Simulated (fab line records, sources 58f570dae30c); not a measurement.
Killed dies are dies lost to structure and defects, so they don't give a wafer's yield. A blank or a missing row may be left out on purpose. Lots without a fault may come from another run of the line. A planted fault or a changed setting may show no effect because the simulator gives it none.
Which tool did it? | flow berkeley_cmos170 | 13 lots, 39 wafers sampled, at 5 steps of a route of 331

WHAT THE GAUGES READ, wafer by wafer
UCB170_START_THK_MEAS_03. Usual: START_OXIDE_THK 19.2 nm, standard deviation 0.35.
lot  | measured    | on            | START_OXIDE_THK (nm) | flag
L759 | day 1 18:40 | film_metro-01 | 19.1 19.0 18.9       |
L758 | day 1 18:40 | film_metro-04 | 18.7 18.5 18.9       |
L761 | day 2 03:40 | film_metro-04 | 18.6 18.6 18.7       |
L760 | day 2 03:41 | film_metro-03 | 18.8 18.6 18.7       |
L762 | day 2 11:58 | film_metro-01 | 19.5 18.8 19.0       |
L763 | day 2 16:12 | film_metro-01 | 18.7 18.5 18.7       |
L765 | day 3 04:15 | film_metro-03 | 19.1 19.1 19.1       |
L774 | day 4 21:48 | film_metro-04 | 19.3 19.5 19.3       |
L775 | day 5 06:34 | film_metro-01 | 19.3 19.5 19.3       |
L776 | day 5 10:57 | film_metro-01 | 19.9 19.1 19.8       |
L777 | day 5 10:57 | film_metro-03 | 19.4 19.0 18.9       |
L778 | day 5 20:47 | film_metro-01 | 19.3 19.2 19.8       |
L779 | day 5 20:47 | film_metro-04 | 19.6 19.7 19.4       |

UCB170_WELLDRIVE_THK_MEAS_02. Usual: WELLDRIVE_OXIDE_THK 204 nm, standard deviation 4.4.
lot  | measured    | on            | WELLDRIVE_OXIDE_THK (nm) | flag
L759 | day 4 04:48 | film_metro-02 | 203 206 204              |
L758 | day 4 04:49 | film_metro-01 | 204 203 205              |
L761 | day 4 10:17 | film_metro-02 | 195 197 199              |
L760 | day 4 10:17 | film_metro-01 | 199 199 202              |
L762 | day 4 17:52 | film_metro-01 | 201 202 202              |
L763 | day 4 17:52 | film_metro-04 | 204 204 207              |
L765 | day 5 17:10 | film_metro-01 | 175 178 179              | OFF
L774 | day 7 06:38 | film_metro-01 | 208 210 212              |
L775 | day 7 16:59 | film_metro-02 | 206 204 208              |
L776 | day 7 16:59 | film_metro-01 | 209 209 214              |
L777 | day 7 16:59 | film_metro-04 | 212 209 212              |
L778 | day 8 14:44 | film_metro-04 | 196 196 200              |
L779 | day 8 14:44 | film_metro-01 | 201 205 207              |

WHICH TOOL RAN EACH LOT (tool, then ch and the chambers of the sampled wafers, then the start)
lot  | UCB170_NWELL_ETCH_13              | UCB170_PWELL_STRIP_16               | UCB170_WELLDRIVE_OXIDATION_01
L759 | rie_diel-03 ch 1,3, day 2 16:55   | plasma_asher-01 ch 0,1, day 3 17:29 | furnace-01 ch 0, day 4 01:18
L758 | rie_diel-04 ch 0,3, day 2 16:41   | plasma_asher-04 ch 0,1, day 3 17:22 | furnace-01 ch 0, day 4 01:18
L761 | rie_diel-02 ch 0,2,3, day 3 02:01 | plasma_asher-01 ch 0,1, day 3 22:54 | furnace-02 ch 0, day 4 06:47
L760 | rie_diel-04 ch 0,2,3, day 3 02:32 | plasma_asher-04 ch 1, day 3 23:10   | furnace-02 ch 0, day 4 06:47
L762 | rie_diel-02 ch 0,2,3, day 3 11:38 | plasma_asher-04 ch 1, day 4 04:05   | furnace-02 ch 0, day 4 14:22
L763 | rie_diel-03 ch 1,2, day 3 12:01   | plasma_asher-01 ch 0,1, day 4 04:22 | furnace-02 ch 0, day 4 14:22
L765 | rie_diel-03 ch 0,3, day 4 03:57   | plasma_asher-04 ch 0,1, day 5 02:26 | furnace-02 ch 0, day 5 13:40
L774 | rie_diel-04 ch 1,2,3, day 5 19:41 | plasma_asher-04 ch 0,1, day 6 17:50 | furnace-04 ch 0, day 7 03:08
L775 | rie_diel-04 ch 1,2, day 6 03:59   | plasma_asher-03 ch 0,1, day 7 01:53 | furnace-04 ch 0, day 7 13:28
L776 | rie_diel-02 ch 0,3, day 6 04:42   | plasma_asher-04 ch 0,1, day 7 01:37 | furnace-04 ch 0, day 7 13:28
L777 | rie_diel-03 ch 2,3, day 6 04:32   | plasma_asher-04 ch 0,1, day 7 02:04 | furnace-04 ch 0, day 7 13:28
L778 | rie_diel-02 ch 1,2, day 6 19:45   | plasma_asher-04 ch 0,1, day 8 02:22 | furnace-04 ch 0, day 8 11:14
L779 | rie_diel-04 ch 0,1,2, day 6 19:33 | plasma_asher-01 ch 0,1, day 8 02:07 | furnace-04 ch 0, day 8 11:14
- UCB170_NWELL_ETCH_13: etches Si3N4 in CH3F/Ar/O2, stops on SiO2, target depth 246.4 nm, time 154 s.
- UCB170_PWELL_STRIP_16: strips in O2.
- UCB170_WELLDRIVE_OXIDATION_01: target thk 199 nm, ox time 9341 s.

WHAT THE TOOLS THEMSELVES READ (means of the sampled wafers that have a number; where no wafer has one, the mark that the record gives instead)
UCB170_NWELL_ETCH_13. Usual: drypump_motor_current_A 5.7 A, standard deviation 0.51; oes_product_au 0.941 a.u., standard deviation 0.015; throttle_valve_pct 8.02 %, standard deviation 0.11.
lot  | tool        | drypump_motor_current_A (A) | oes_product_au (a.u.) | throttle_valve_pct (%) | flag
L759 | rie_diel-03 | 5.1                         | 0.928                 | 8.08                   |
L758 | rie_diel-04 | 5.9                         | 0.941                 | 8.02                   |
L761 | rie_diel-02 | 5.9                         | 0.940                 | 8.12                   |
L760 | rie_diel-04 | 5.9                         | 0.947                 | 8.01                   |
L762 | rie_diel-02 | 5.9                         | 0.931                 | 8.13                   |
L763 | rie_diel-03 | 5.6                         | 0.925                 | 7.94                   |
L765 | rie_diel-03 | 5.7                         | 0.948                 | 7.99                   |
L774 | rie_diel-04 | 5.9                         | 0.961                 | 8.03                   |
L775 | rie_diel-04 | 5.5                         | 0.954                 | 8.01                   |
L776 | rie_diel-02 | 6.3                         | 0.947                 | 8.13                   |
L777 | rie_diel-03 | 5.0                         | 0.936                 | 7.93                   |
L778 | rie_diel-02 | 6.0                         | 0.940                 | 7.97                   |
L779 | rie_diel-04 | 5.6                         | 0.956                 | 8.00                   |

UCB170_PWELL_STRIP_16. Usual: drypump_motor_current_A 5.9 A, standard deviation 0.6; oes_product_au 0.721 a.u., standard deviation 0.0047; strip_time_to_endpoint_s 18.03 s, standard deviation 0.085.
lot  | tool            | drypump_motor_current_A (A) | oes_product_au (a.u.) | strip_time_to_endpoint_s (s) | flag
L759 | plasma_asher-01 | 5.8                         | 0.720                 | 18.12                        |
L758 | plasma_asher-04 | 5.7                         | 0.725                 | 17.97                        |
L761 | plasma_asher-01 | 5.4                         | 0.723                 | 17.90                        |
L760 | plasma_asher-04 | 5.4                         | 0.721                 | 18.00                        |
L762 | plasma_asher-04 | 5.3                         | 0.720                 | 18.09                        |
L763 | plasma_asher-01 | 5.3                         | 0.721                 | 17.96                        |
L765 | plasma_asher-04 | 5.9                         | 0.723                 | 17.98                        |
L774 | plasma_asher-04 | 5.6                         | 0.719                 | 17.88                        |
L775 | plasma_asher-03 | 6.5                         | 0.721                 | 18.19                        |
L776 | plasma_asher-04 | 5.7                         | 0.723                 | 17.95                        |
L777 | plasma_asher-04 | 5.6                         | 0.721                 | 18.02                        |
L778 | plasma_asher-04 | 5.6                         | 0.721                 | 18.15                        |
L779 | plasma_asher-01 | 5.8                         | 0.723                 | 18.04                        |

THE ANSWER, worked out from the rows above alone
Rule: a lot is off if the mean of its wafers that have a number lies more than 3 standard deviations from the usual mean. A lot without any number at a reading at which 4 lots or more have one is off too. The other lots that the step has rows for count as sound. The gauges are gone through in route order, then the tools' own readings, and for those a lot's mean is taken as printed above. The first step at which some lot is off is used, and at that step the reading that is off furthest; a lot without a number counts as furthest.
Off: L765, at UCB170_WELLDRIVE_THK_MEAS_02 (WELLDRIVE_OXIDE_THK).
A tool fits if, at a process step before that reading, it ran every lot that is off, and no sound lot after the first of them. The gauges at UCB170_WELLDRIVE_THK_MEAS_02 are tried like those tools. One fits: furnace-02 at UCB170_WELLDRIVE_OXIDATION_01. Its last sound lot is L762 (day 4 14:22), its first lot that is off L765 (day 5 13:40): a fault that began between those two fits.

WHAT THE SIMULATOR HAD PUT IN
Process parameter drift: furnace-02, from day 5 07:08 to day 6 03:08, at UCB170_WELLDRIVE_OXIDATION_01. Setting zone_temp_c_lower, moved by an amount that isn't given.
Lots struck among those shown: L765. The rule above found the same.
